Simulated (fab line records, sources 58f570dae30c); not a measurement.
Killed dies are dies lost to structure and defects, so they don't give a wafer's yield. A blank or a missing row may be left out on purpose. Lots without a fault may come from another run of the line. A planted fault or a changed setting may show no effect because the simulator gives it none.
Problem report in the 8D (eight disciplines) form, filled by code | flow berkeley_cmos170 | the parts of the form that need people (team, actions taken, sign-off) are left out

1. THE PROBLEM
NLDD_TW at UCB170_NLDD_TW_MEAS_11 reads a mean of 2124 on 6 wafers of 2 lots; wafers without a fault read 2232 with a standard deviation of 21. That is -5.1 standard deviations from the usual mean.
First seen on wafer L606.4, day 10 02:20, on film_metro-01. The record holds 42 wafers of 14 lots with a number at this step. Rule for "out", or "out of limits": more than 4 standard deviations from the usual mean. The other wafers with a number count as sound.

2. WHAT IT IS AND WHAT IT IS NOT
question                    | is                     | is not
which readings at this step | NLDD_TW                | -
which lots                  | L606, L607             | L594, L596, L597, L601, L608, L609, L610, L611, L614, L615, L616, L617
which wafers of those lots  | all that have a number | -
read on which gauges        | film_metro-01          | film_metro-03, film_metro-04
when                        | from day 10 02:20      | up to then (12 sound wafers); but 24 sound wafers of L608, L609, L610, L611, L614, L615, L616, L617 came after

3. SUSPECTS, AND WHAT RULES EACH OUT
Counting: a tool at a process step up to the reading stays a suspect if it ran every lot that is out and no sound lot after the first of them.
- the gauge at UCB170_NLDD_TW_MEAS_11: ruled out. All the wafers that are out were read on film_metro-01, but those of them that UCB170_NLDD_IMPLANT_08 has rows for are out there too, on other tools.
- implanter-02 at UCB170_NLDD_IMPLANT_08: kept. It ran every lot that is out, first L606 (day 10 01:59), and no sound lot after that; its last sound lot up to then is L601 (day 9 06:11). Its own readings are out on those wafers: tilt_deg.
Left after counting: implanter-02 at UCB170_NLDD_IMPLANT_08.

4. THE CAUSE (what the simulator had put in)
Process parameter drift: implanter-02, from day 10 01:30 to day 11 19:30, at UCB170_NLDD_IMPLANT_08. Setting tilt_deg, moved by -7, from 7. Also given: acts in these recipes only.
Counting left only this tool.

5. THE CHAIN OF EFFECTS, in route order
Each row: a reading whose mean over the struck wafers that have a number lies more than 3 standard deviations from the usual. Only readings for which the record gives a usual standard deviation are gone through. hours: the time from each lot's start at the first step in this table that gives one to its start at this step, as a median over the lots. sigmas: the change in usual standard deviations.
hours | step                       | reading  | usual         | on struck wafers | change | sigmas
0     | UCB170_NLDD_IMPLANT_08     | tilt_deg | 7.003 degrees | 0.010            | -6.993 | -99 or more
0     | UCB170_NLDD_TW_MEAS_11     | NLDD_TW  | 2232          | 2124             | -108   | -5.1
13    | UCB170_SDANNEAL_RS_MEAS_05 | NLDD_RS  | 616.1 ohm/sq  | 537.8            | -78.3  | -52
The process steps in it:
- UCB170_NLDD_IMPLANT_08

6. WHAT WOULD HAVE CAUGHT IT SOONER
In this record the first reading out of limits at a measuring or inspecting step was taken at day 10 02:20, 1 hour after the fault began at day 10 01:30.
The tool's own readings at UCB170_NLDD_IMPLANT_08 were out on every struck wafer that the step has a row for (tilt_deg): an alarm limit on them would have fired on the first of those.
Of the lots that are out (2), L607 began UCB170_NLDD_IMPLANT_08 on implanter-02 after day 10 02:20. A hold on the tool at that time would have spared it.
